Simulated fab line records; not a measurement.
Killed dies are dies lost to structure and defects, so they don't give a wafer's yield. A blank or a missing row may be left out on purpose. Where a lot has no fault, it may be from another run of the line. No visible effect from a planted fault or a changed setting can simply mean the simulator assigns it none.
A struck lot beside a sound one | flow rit cmos | 27 steps out of a route of 202
Sound: the wafers L176.2, L176.4, L176.5. The struck wafers were L162.1, L162.4, L162.5. The cause comes at the end.
Each step with rows lists, per side, the tool, then ch with its chambers, then its first start. Under that, the readings that differ: sound wafers | struck wafers | difference of the means | sigmas: that difference in standard deviations of wafers without a fault.
alike: readings with means less than 2 such deviations apart, plus words and numbers identical on both sides. not compared: withheld readings, readings lacking a value on some wafer, bounds such as >300 that could conceal the same value, and numbers that have no deviation in the record and whose values overlap.
Wherever a step has rows on one side only, a row that says differs or no value, or a row with sigmas, the two part there. Numbers that don't overlap but have no deviation are shown without sigmas and don't part them. A reading that every wafer of one side lacks parts them only if that side has two wafers or more.

RIT_ACTIVE_BOW_MEAS_00:
  sound on film metro-02, day 5 14:01; struck on film metro-02, day 2 16:00
  alike: INCOMING_BOW
then, 1 step without rows for these wafers: RIT_ACTIVE_OXIDATION_01 (target thk 46.8 nm, ox time 3360 s).
RIT_ACTIVE_THK_MEAS_02:
  sound on film metro-02, day 5 16:04; struck on film metro-02, day 2 18:03
  alike: ACTIVE_OXIDE_THK
RIT_ACTIVE_CVD_03: deposits Si3N4 from SiH2Cl2/NH3, target thk 150 nm, time 1500 s.
  sound on lpcvd-01 ch 1, day 5 16:07; struck on lpcvd-02 ch 0, day 2 18:07
  reading                                  | sound             | struck            | difference | sigmas
  model.Si3N4_of_ACTIVE_CVD_03.thk nm (nm) | 151.3 150.3 151.3 | 185.6 186.5 185.9 | +35.0      |
  alike: nh3 flow sccm
RIT_ACTIVE_THK_MEAS_04:
  sound on film metro-02, day 5 17:32; struck on film metro-01, day 2 19:32
  reading                 | sound             | struck            | difference | sigmas
  ACTIVE_NITRIDE_THK (nm) | 151.2 150.3 151.4 | 185.7 186.5 186.0 | +35.1      | +23
then, 6 steps without rows for these wafers: RIT_ACTIVE_HMDS_05 (prime time 60 s); RIT_ACTIVE_COAT_06 (resist thk 1000 nm); RIT_ACTIVE_SOFTBAKE_07 (time 60 s); RIT_ACTIVE_EXPOSE_08 (exposes mask M1, target cd 1400 nm); RIT_ACTIVE_PEB_09; RIT_ACTIVE_DEVELOP_10 (develop time 50 s).
RIT_ACTIVE_CD_MEAS_11: target cd 1400 nm.
  sound on cd sem-02, day 5 18:28; struck on cd sem-02, day 2 20:38
  alike: cd nm
then, 1 step without rows for these wafers: RIT_ACTIVE_HARDBAKE_12 (time 60 s).
RIT_ACTIVE_ETCH_13: etches Si3N4 in SF6, stops on SiO2, time 210 s, target depth 210 nm.
  sound on rie diel-04 ch 0,1,2, day 5 18:43; struck on rie diel-04 ch 0,1, day 2 20:55
  reading                            | sound             | struck            | difference | sigmas
  oes product au (a.u.)              | 0.831 0.828 0.827 | 0.935 0.937 0.931 | +0.106     | +11
  model.etch.depth nm (nm)           | 151.3 150.3 151.3 | 185.6 186.5 185.9 | +35.0      |
  model.ACTIVE.feature depth nm (nm) | 151.3 150.9 152.9 | 185.6 188.1 187.5 | +35.4      |
  alike: drypump motor current A, throttle valve pct
  not compared: rf hours counter h
RIT_ACTIVE_STRIP_14: strips in O2, time 180 s.
  sound on plasma asher-03 ch 0,1, day 5 18:50; struck on plasma asher-03 ch 0,1, day 2 21:02
  alike: drypump motor current A
  not compared: rf hours counter h
RIT_ACTIVE_CD_MEAS_90: target cd 1400 nm.
  sound on cd sem-02, day 5 19:02; struck on cd sem-01, day 2 21:13
  alike: cd nm
then, 4 steps without rows for these wafers: RIT_ACTIVE_CLEAN_15 (cleans in SC1, time 600 s); RIT_ACTIVE_CLEAN_16 (cleans in dHF, time 30 s); RIT_ACTIVE_CLEAN_17 (cleans in SC2, time 600 s); RIT_FOX1_OXIDATION_00 (target thk 350.7 nm, ox time 1130 s).
RIT_FOX1_THK_MEAS_01:
  sound on film metro-04, day 5 21:28; struck on film metro-03, day 2 23:51
  reading             | sound       | struck      | difference | sigmas
  FOX1_OXIDE_THK (nm) | 348 344 349 | 362 358 359 | +13        | +2
then, 2 steps without rows for these wafers: RIT_FOX1_WET_ETCH_02 (etches SiO2 in BOE, target depth 350 nm, time 390 s); RIT_FOX2_OXIDATION_00 (target thk 350.7 nm, ox time 1130 s).
RIT_FOX2_THK_MEAS_01:
  sound on film metro-03, day 5 23:53; struck on film metro-02, day 3 01:30
  alike: FOX2_OXIDE_THK
RIT_FOX2_CLEAN_02: cleans in dHF, time 180 s.
  sound on wet bench-01 ch 0, day 5 23:56; struck on wet bench-04 ch 1, day 3 01:34
  reading                                  | sound           | struck            | difference | sigmas
  model.Si3N4_of_ACTIVE_CVD_03.thk nm (nm) | 132 131.1 132.1 | 166.4 167.3 166.7 | +35.1      |
then, 1 step without rows for these wafers: RIT_FOX2_WET_ETCH_03 (etches Si3N4 in H3PO4, target depth 195 nm, time 2700 s).
RIT_M1_PROBE_99:
  sound on prober-02, day 7 14:51; struck on prober-01, day 4 19:55
  reading                        | sound          | struck         | difference | sigmas
  model.etest.pldd.width nm (nm) | 3180 3174 3174 | 3202 3211 3210 | +32        |
  model.etest.nldd.width nm (nm) | 3167 3170 3183 | 3204 3193 3217 | +31        |
  alike: killed at contacts, killed at front end, killed dies, killed open, killed short
  not compared: model.etest.nplus sal.width nm, model.etest.pplus sal.width nm

## WHERE THEY PART
At RIT_ACTIVE_THK_MEAS_04 first; at RIT_FOX1_THK_MEAS_01 last (within this record only). Later steps at which nothing parts them and some readings are alike: RIT_FOX2_THK_MEAS_01, RIT_M1_PROBE_99.

WHY: what the simulator had put in
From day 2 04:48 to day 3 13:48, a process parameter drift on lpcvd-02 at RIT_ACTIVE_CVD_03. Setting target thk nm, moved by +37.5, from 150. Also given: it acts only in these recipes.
